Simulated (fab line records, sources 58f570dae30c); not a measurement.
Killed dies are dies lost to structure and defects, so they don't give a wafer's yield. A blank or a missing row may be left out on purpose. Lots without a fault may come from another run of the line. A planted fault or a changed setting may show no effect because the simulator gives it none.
Which tool did it? | flow berkeley_cmos170 | 24 lots, 72 wafers sampled, at 6 steps of a route of 331

WHAT THE GAUGES READ, wafer by wafer
UCB170_NWELL_THK_MEAS_02. Usual: NWELL_OXIDE_THK 26.5 nm, standard deviation 0.47.
lot  | measured    | on            | NWELL_OXIDE_THK (nm) | flag
L074 | day 2 04:19 | film_metro-04 | 26.8 26.1 26.3       |
L075 | day 2 08:20 | film_metro-04 | 26.7 26.4 26.5       |
L076 | day 2 08:20 | film_metro-01 | 27.3 27.1 26.7       |
L077 | day 2 15:26 | film_metro-04 | 26.5 26.1 25.9       |
L078 | day 2 22:47 | film_metro-02 | 26.9 26.7 26.6       |
L079 | day 3 01:39 | film_metro-02 | 26.2 25.9 26.2       |
L080 | day 3 08:08 | film_metro-04 | 27.5 26.9 27.1       |
L081 | day 3 08:08 | film_metro-02 | 27.1 27.2 27.2       |
L082 | day 3 15:41 | film_metro-02 | 27.4 26.9 27.4       |
L083 | day 3 18:17 | film_metro-04 | 27.3 26.7 27.4       |
L084 | day 4 01:58 | film_metro-02 | 26.6 26.7 26.8       |
L085 | day 4 08:09 | film_metro-01 | 26.1 25.8 25.8       |
L086 | day 4 08:10 | film_metro-02 | 25.8 25.8 26.3       |
L087 | day 4 12:43 | film_metro-01 | 26.2 26.3 25.6       |
L088 | day 4 22:58 | film_metro-04 | 26.3 26.4 26.5       |
L089 | day 5 01:04 | film_metro-04 | 26.9 26.8 26.4       |
L090 | day 5 05:11 | film_metro-04 | 26.6 26.2 26.4       |
L091 | day 5 13:17 | film_metro-01 | 26.3 26.8 26.9       |
L093 | day 5 20:11 | film_metro-02 | 26.8 27.1 26.9       |
L092 | day 5 20:13 | film_metro-04 | 26.5 26.6 26.0       |
L094 | day 6 00:02 | film_metro-04 | 25.9 26.7 26.4       |
L095 | day 6 11:39 | film_metro-02 | 26.3 26.5 26.7       |
L096 | day 6 11:39 | film_metro-04 | 26.6 26.7 26.7       |
L097 | day 6 16:14 | film_metro-02 | 25.8 25.8 25.6       |

UCB170_NVT_TW_MEAS_09. Usual: NVT_TW 522.1, standard deviation 2.1.
lot  | measured     | on            | NVT_TW            | flag
L074 | day 5 15:01  | film_metro-04 | 522.3 518.4 521.2 |
L075 | day 5 14:49  | film_metro-01 | 518.4 524.1 521.6 |
L076 | day 5 14:44  | film_metro-02 | 520.3 522.9 523.5 |
L077 | day 5 16:35  | film_metro-02 | 523.5 524.7 519.5 |
L078 | day 6 03:13  | film_metro-02 | 523.5 524.9 521.6 |
L079 | day 6 02:56  | film_metro-01 | 526.3 522.6 525.0 |
L080 | day 6 14:35  | film_metro-04 | 525.0 520.8 525.3 |
L081 | day 6 14:56  | film_metro-04 | 524.1 520.0 521.5 |
L082 | day 7 05:16  | film_metro-04 | 521.8 522.7 522.8 |
L083 | day 7 05:20  | film_metro-04 | 522.0 517.6 520.4 |
L084 | day 7 08:16  | film_metro-02 | 525.0 524.5 527.4 |
L085 | day 7 09:09  | film_metro-02 | 523.8 526.0 525.7 |
L086 | day 7 07:04  | film_metro-01 | 524.3 525.3 524.9 |
L087 | day 7 08:13  | film_metro-01 | 525.1 524.9 518.6 |
L088 | day 8 05:00  | film_metro-04 | 520.7 522.2 522.7 |
L089 | day 8 05:26  | film_metro-02 | 522.6 519.5 518.4 |
L090 | day 8 05:17  | film_metro-01 | 523.1 521.5 521.4 |
L091 | day 8 15:52  | film_metro-01 | 522.8 519.4 521.2 |
L093 | day 9 10:05  | film_metro-01 | 523.4 521.2 522.9 |
L092 | day 9 09:41  | film_metro-04 | 521.5 520.9 520.1 |
L094 | day 9 16:38  | film_metro-04 | 520.2 522.0 521.1 |
L095 | day 10 07:05 | film_metro-02 | 523.0 522.2 521.7 |
L096 | day 9 16:44  | film_metro-02 | 518.6 520.5 519.4 |
L097 | day 10 06:37 | film_metro-02 | 521.6 521.5 520.0 |

UCB170_SDANNEAL_RS_MEAS_04: measures by four-point-probe. Usual: PLDD_RS 1031.6 ohm/sq, standard deviation 2.3.
lot  | measured     | on            | PLDD_RS (ohm/sq)     | flag
L074 | day 6 20:05  | film_metro-03 | 1031.0 1032.8 1032.5 |
L075 | day 6 21:08  | film_metro-02 | 1030.8 1033.0 1033.0 |
L076 | day 6 20:30  | film_metro-02 | 1028.8 1028.9 1031.0 |
L077 | day 6 20:51  | film_metro-03 | 1031.2 1032.2 1034.1 |
L078 | day 7 05:14  | film_metro-02 | 1030.2 1030.0 1030.7 |
L079 | day 7 04:59  | film_metro-01 | 1032.1 1033.1 1033.8 |
L080 | day 7 19:09  | film_metro-03 | 1028.5 1030.5 1029.9 |
L081 | day 7 18:37  | film_metro-01 | 1032.2 1034.7 1034.9 |
L082 | day 8 11:52  | film_metro-01 | 1034.1 1032.2 1029.5 |
L083 | day 8 10:54  | film_metro-02 | 1030.4 1028.9 1031.5 |
L084 | day 8 11:54  | film_metro-03 | 1031.8 1032.4 1028.8 |
L085 | day 8 11:25  | film_metro-03 | 1031.6 1027.2 1029.1 |
L086 | day 8 11:13  | film_metro-01 | 1033.6 1031.9 1029.9 |
L087 | day 8 11:26  | film_metro-02 | 1032.5 1029.5 1034.0 |
L088 | day 9 09:29  | film_metro-01 | 1032.9 1030.2 1030.1 |
L089 | day 9 10:01  | film_metro-03 | 1026.1 1028.2 1028.6 |
L090 | day 9 09:33  | film_metro-03 | 1034.3 1035.1 1032.6 |
L091 | day 9 20:41  | film_metro-01 | 1030.3 1030.7 1030.3 |
L093 | day 10 15:04 | film_metro-01 | 1032.2 1032.8 1033.3 |
L092 | day 10 15:06 | film_metro-03 | 1030.5 1032.8 1033.3 |
L094 | day 11 06:59 | film_metro-03 | 1036.4 1033.9 1034.4 |
L095 | day 11 14:43 | film_metro-01 | 1034.2 1032.0 1036.8 |
L096 | day 11 06:59 | film_metro-02 | 1031.7 1028.0 1031.2 |
L097 | day 11 14:43 | film_metro-02 | 1029.4 1031.4 1031.3 |

UCB170_M3_CD_MEAS_15: target cd 700 nm. Usual: cd_nm 700.2 nm, standard deviation 1.3.
lot  | measured     | on        | cd_nm (nm)        | flag
L074 | day 7 17:36  | cd_sem-02 | 699.9 699.9 699.8 |
L075 | day 7 18:58  | cd_sem-02 | 701.1 701.9 702.1 |
L076 | day 7 18:39  | cd_sem-02 | 698.9 698.9 698.9 |
L077 | day 7 19:26  | cd_sem-02 | 700.5 699.4 698.3 |
L078 | day 8 06:53  | cd_sem-02 | 698.6 698.4 698.6 |
L079 | day 8 06:44  | cd_sem-02 | 701.5 699.6 699.8 |
L080 | day 9 00:58  | cd_sem-01 | 699.2 698.7 698.9 |
L081 | day 8 17:04  | cd_sem-02 | 701.0 700.1 700.8 |
L082 | day 9 12:26  | cd_sem-02 | 702.7 701.7 703.4 |
L083 | day 9 12:25  | cd_sem-01 | 698.4 700.1 698.9 |
L084 | day 9 12:38  | cd_sem-01 | 701.5 700.8 702.4 |
L085 | day 9 11:43  | cd_sem-01 | 701.6 698.6 700.3 |
L086 | day 9 11:02  | cd_sem-02 | 699.4 702.0 699.8 |
L087 | day 9 12:46  | cd_sem-02 | 701.4 700.4 699.7 |
L088 | day 10 07:17 | cd_sem-01 | 701.7 701.7 702.2 |
L089 | day 10 08:13 | cd_sem-02 | 700.6 700.5 698.8 |
L090 | day 10 07:57 | cd_sem-01 | 701.8 699.7 700.6 |
L091 | day 10 18:50 | cd_sem-01 | 703.7 703.0 702.2 |
L093 | day 11 19:03 | cd_sem-02 | 701.1 702.1 700.9 |
L092 | day 11 18:51 | cd_sem-01 | 702.6 700.4 700.1 |
L094 | day 12 07:57 | cd_sem-02 | 699.8 699.0 699.3 |
L095 | day 12 19:01 | cd_sem-02 | 697.9 699.9 698.9 |
L096 | day 12 07:48 | cd_sem-01 | 700.4 699.4 700.3 |
L097 | day 12 12:31 | cd_sem-01 | 699.6 699.1 698.8 |

WHICH TOOL RAN EACH LOT (tool, then ch and the chambers of the sampled wafers, then the start)
lot  | UCB170_V1_STRIP_15                   | UCB170_M2_ETCH_17
L074 | plasma_asher-01 ch 0,1, day 7 08:20  | rie_diel-01 ch 0,2, day 7 11:47
L075 | plasma_asher-01 ch 0,1, day 7 10:25  | rie_diel-02 ch 0,3, day 7 13:20
L076 | plasma_asher-01 ch 0,1, day 7 09:46  | rie_diel-01 ch 0,2,3, day 7 12:53
L077 | plasma_asher-01 ch 0,1, day 7 10:47  | rie_diel-01 ch 0,2, day 7 13:28
L078 | plasma_asher-03 ch 0,1, day 7 21:06  | rie_diel-02 ch 0,1,2, day 8 00:53
L079 | plasma_asher-01 ch 0,1, day 7 20:52  | rie_diel-04 ch 0,1,2, day 8 00:38
L080 | plasma_asher-01 ch 0,1, day 8 16:53  | rie_diel-04 ch 0,1,3, day 8 19:14
L081 | plasma_asher-02 ch 0,1, day 8 08:50  | rie_diel-04 ch 1,2, day 8 11:32
L082 | plasma_asher-03 ch 0,1, day 9 03:22  | rie_diel-04 ch 1,2,3, day 9 06:06
L083 | plasma_asher-01 ch 0,1, day 9 03:02  | rie_diel-01 ch 0,2,3, day 9 05:47
L084 | plasma_asher-02 ch 0,1, day 9 03:37  | rie_diel-02 ch 0,2,3, day 9 06:14
L085 | plasma_asher-02 ch 0,1, day 9 02:46  | rie_diel-02 ch 0,1,2, day 9 05:31
L086 | plasma_asher-03 ch 0, day 9 02:28    | rie_diel-04 ch 0,1,2, day 9 04:47
L087 | plasma_asher-03 ch 0,1, day 9 03:52  | rie_diel-04 ch 2,3, day 9 06:38
L088 | plasma_asher-02 ch 1, day 9 23:55    | rie_diel-04 ch 0,2, day 10 02:11
L089 | plasma_asher-01 ch 0, day 10 00:29   | rie_diel-01 ch 1,2, day 10 02:56
L090 | plasma_asher-03 ch 0,1, day 10 00:11 | rie_diel-02 ch 1,3, day 10 02:40
L091 | plasma_asher-02 ch 0,1, day 10 10:10 | rie_diel-04 ch 0,1,2, day 10 12:56
L093 | plasma_asher-01 ch 0,1, day 11 07:50 | rie_diel-01 ch 0,1,3, day 11 11:06
L092 | plasma_asher-03 ch 0,1, day 11 07:35 | rie_diel-02 ch 0,2,3, day 11 10:50
L094 | plasma_asher-03 ch 1, day 12 00:04   | rie_diel-01 ch 0,3, day 12 02:49
L095 | plasma_asher-02 ch 0,1, day 12 10:29 | rie_diel-02 ch 1,2,3, day 12 14:01
L096 | plasma_asher-02 ch 0,1, day 11 23:53 | rie_diel-02 ch 0,3, day 12 02:42
L097 | plasma_asher-03 ch 0,1, day 12 04:05 | rie_diel-02 ch 0,2, day 12 06:33
- UCB170_V1_STRIP_15: strips in O2.
- UCB170_M2_ETCH_17: etches BARC in N2/H2.

WHAT THE TOOLS THEMSELVES READ (means of the sampled wafers that have a number; where no wafer has one, the mark that the record gives instead)
UCB170_V1_STRIP_15. Usual: drypump_motor_current_A 5.78 A, standard deviation 0.21; oes_product_au 0.722 a.u., standard deviation 0.0046; strip_time_to_endpoint_s 15.41 s, standard deviation 0.15.
lot  | tool            | drypump_motor_current_A (A) | oes_product_au (a.u.) | strip_time_to_endpoint_s (s) | flag
L074 | plasma_asher-01 | 5.52                        | 0.721                 | 15.34                        |
L075 | plasma_asher-01 | 5.56                        | 0.720                 | 15.12                        |
L076 | plasma_asher-01 | 5.52                        | 0.723                 | 15.42                        |
L077 | plasma_asher-01 | 5.53                        | 0.723                 | 15.55                        |
L078 | plasma_asher-03 | 5.92                        | 0.721                 | 15.49                        |
L079 | plasma_asher-01 | 5.55                        | 0.722                 | 15.46                        |
L080 | plasma_asher-01 | 5.54                        | 0.723                 | 15.52                        |
L081 | plasma_asher-02 | 6.03                        | 0.721                 | 15.63                        |
L082 | plasma_asher-03 | 5.91                        | 0.720                 | 15.56                        |
L083 | plasma_asher-01 | 5.54                        | 0.727                 | 15.28                        |
L084 | plasma_asher-02 | 6.03                        | 0.715                 | 15.43                        |
L085 | plasma_asher-02 | 6.01                        | 0.724                 | 15.40                        |
L086 | plasma_asher-03 | 6.02                        | 0.717                 | 15.48                        |
L087 | plasma_asher-03 | 5.83                        | 0.722                 | 15.31                        |
L088 | plasma_asher-02 | 6.07                        | 0.720                 | 15.42                        |
L089 | plasma_asher-01 | 5.49                        | 0.720                 | 15.46                        |
L090 | plasma_asher-03 | 5.80                        | 0.723                 | 15.38                        |
L091 | plasma_asher-02 | 5.97                        | 0.721                 | 15.45                        |
L093 | plasma_asher-01 | 5.56                        | 0.722                 | 15.53                        |
L092 | plasma_asher-03 | 5.91                        | 0.722                 | 15.52                        |
L094 | plasma_asher-03 | 5.72                        | 0.720                 | 15.32                        |
L095 | plasma_asher-02 | 6.02                        | 0.721                 | 15.50                        |
L096 | plasma_asher-02 | 6.01                        | 0.722                 | 15.26                        |
L097 | plasma_asher-03 | 5.82                        | 0.725                 | 15.47                        |

UCB170_M2_ETCH_17. Usual: bias_w 100.0 W, standard deviation 0.31; drypump_motor_current_A 5.7 A, standard deviation 0.43; oes_product_au 0.995 a.u., standard deviation 0.028; throttle_valve_pct 13.44 %, standard deviation 0.13.
lot  | tool        | bias_w (W) | drypump_motor_current_A (A) | oes_product_au (a.u.) | throttle_valve_pct (%) | flag
L074 | rie_diel-01 | 99.8       | 6.0                         | 0.984                 | 13.49                  |
L075 | rie_diel-02 | 99.9       | 5.9                         | 1.042                 | 13.52                  |
L076 | rie_diel-01 | 99.9       | 5.7                         | 0.986                 | 13.51                  |
L077 | rie_diel-01 | 99.8       | 6.0                         | 0.986                 | 13.48                  |
L078 | rie_diel-02 | 99.9       | 5.6                         | 1.007                 | 13.43                  |
L079 | rie_diel-04 | 100.0      | 5.8                         | 0.966                 | 13.43                  |
L080 | rie_diel-04 | 100.0      | 5.9                         | 0.983                 | 13.35                  |
L081 | rie_diel-04 | 99.9       | 5.7                         | 0.955                 | 13.37                  |
L082 | rie_diel-04 | 99.7       | 5.8                         | 0.964                 | 13.30                  |
L083 | rie_diel-01 | 100.2      | 5.7                         | 0.993                 | 13.52                  |
L084 | rie_diel-02 | 99.9       | 5.7                         | 1.033                 | 13.53                  |
L085 | rie_diel-02 | 100.2      | 5.6                         | 0.999                 | 13.43                  |
L086 | rie_diel-04 | 100.2      | 5.8                         | 0.967                 | 13.44                  |
L087 | rie_diel-04 | 100.1      | 5.6                         | 0.976                 | 13.24                  |
L088 | rie_diel-04 | 99.7       | 5.5                         | 0.973                 | 13.45                  |
L089 | rie_diel-01 | 99.9       | 6.1                         | 0.993                 | 13.37                  |
L090 | rie_diel-02 | 100.2      | 5.4                         | 1.005                 | 13.32                  |
L091 | rie_diel-04 | 100.0      | 5.8                         | 0.972                 | 13.45                  |
L093 | rie_diel-01 | 100.0      | 5.5                         | 0.990                 | 13.46                  |
L092 | rie_diel-02 | 100.1      | 5.7                         | 1.023                 | 13.53                  |
L094 | rie_diel-01 | 100.1      | 5.2                         | 0.996                 | 13.53                  |
L095 | rie_diel-02 | 100.0      | 5.5                         | 1.005                 | 13.44                  |
L096 | rie_diel-02 | 100.1      | 6.0                         | 1.026                 | 13.50                  |
L097 | rie_diel-02 | 100.0      | 5.6                         | 1.008                 | 13.54                  |

THE ANSWER, worked out from the rows above alone
Rule: a lot is off if the mean of its wafers that have a number lies more than 3 standard deviations from the usual mean. A lot without any number at a reading at which 4 lots or more have one is off too. The other lots that the step has rows for count as sound. The gauges are gone through in route order, then the tools' own readings, and for those a lot's mean is taken as printed above. The first step at which some lot is off is used, and at that step the reading that is off furthest; a lot without a number counts as furthest.
No lot is off at any reading shown: from this, nothing can be told.

WHAT THE SIMULATOR HAD PUT IN
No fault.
